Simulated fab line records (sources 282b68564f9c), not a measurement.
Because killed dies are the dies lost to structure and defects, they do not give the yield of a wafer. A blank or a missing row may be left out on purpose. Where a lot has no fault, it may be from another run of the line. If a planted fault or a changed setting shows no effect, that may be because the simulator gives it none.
8D (eight disciplines) problem report, filled in by code    flow rit cmos    the parts of the form that need people (team, actions taken, sign-off) are left out

## 1. THE PROBLEM
Wafers free of any fault read 243.3 nm (standard deviation 2.1) for GATE_POLY_THK at RIT_GATE_THK_MEAS_09, against a mean of 120.2 nm on 6 wafers of 2 lots. Measured from the usual mean, that is -59 standard deviations.
The first sign was on wafer L198.2 at day 6 06:52, on film metro-01. The record holds 42 wafers of 14 lots with a number at this step. Rule for "out", or "out of limits": more than 4 standard deviations from the usual mean. The rest of the wafers with a number are treated as sound.

## 2. WHAT IT IS AND WHAT IT IS NOT
question                     is                      is not
which readings at this step  GATE_POLY_THK           -
which lots                   L198, L202              L180, L181, L184, L185, L186, L188, L190, L191, L192, L193, L194, L203
which wafers of those lots   all that have a number  -
read on which gauges         film metro-01           film metro-03, film metro-04
when                         from day 6 06:52        up to then (33 sound wafers); but 3 sound wafers of L203 came after

## 3. SUSPECTS, AND WHAT RULES EACH OUT
Counting: any tool at a process step up to the reading is kept as a suspect provided that every lot that is out went through it and no sound lot did after the first of them.
- the gauge at RIT_GATE_THK_MEAS_09 has been ruled out. All the wafers that are out were read on film metro-01, but those of them that RIT_GATE_CVD_08 has rows for are out there too, on other tools.
- lpcvd-01 at RIT_GATE_CVD_08 (deposits poly-Si from SiH4, target thk 250 nm, time 2157 s): kept. It ran every lot that is out, first L198 (day 6 05:14), and no sound lot after that; its last sound lot up to then is L194 (day 5 07:58). Out on those wafers are its own readings of sih4 flow sccm.
Left after counting: lpcvd-01 at RIT_GATE_CVD_08.

## 4. THE CAUSE (what the simulator had put in)
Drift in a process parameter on lpcvd-01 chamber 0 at RIT_GATE_CVD_08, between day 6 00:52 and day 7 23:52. Setting sih4 flow sccm shifted by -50 from 100.
This tool alone remained once counting was done.

## 5. THE CHAIN OF EFFECTS, in route order
Rows list readings where the struck wafers' mean (over those with a number) sits beyond 3 standard deviations from the usual. Readings are gone through only where the record gives a usual standard deviation; hours: the median, over the lots, of the time from a lot's start at the first step in this table giving one to that lot's start at this step; sigmas: the change measured in usual standard deviations.
hours  step                  reading         usual        on struck wafers  change  sigmas
0      RIT_GATE_CVD_08       sih4 flow sccm  100.03 sccm  49.85             -50.18  -99 or more
2      RIT_GATE_THK_MEAS_09  GATE_POLY_THK   243.3 nm     120.2             -123.1  -59
3      RIT_GATE_ETCH_19      oes product au  0.834 a.u.   0.541             -0.293  -24
It contains these process steps:
- RIT_GATE_CVD_08: deposits poly-Si from SiH4, target thk 250 nm, time 2157 s.
- RIT_GATE_ETCH_19: etches poly-Si in SF6/CHF3/O2, stops on SiO2, time 165 s, target depth 312.5 nm.

## 6. WHAT WOULD HAVE CAUGHT IT SOONER
6 hours passed between the start of the fault at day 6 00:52 and the first reading out of limits at a measuring or inspecting step in this record, taken at day 6 06:52.
At RIT_GATE_CVD_08, the tool's own readings (sih4 flow sccm) were out on each struck wafer the step has a row for, so an alarm limit on them would have fired on the first such wafer.
L202, from the lots that are out (2), started RIT_GATE_CVD_08 on lpcvd-01 later than day 6 06:52. Holding the tool at that time would have saved it.
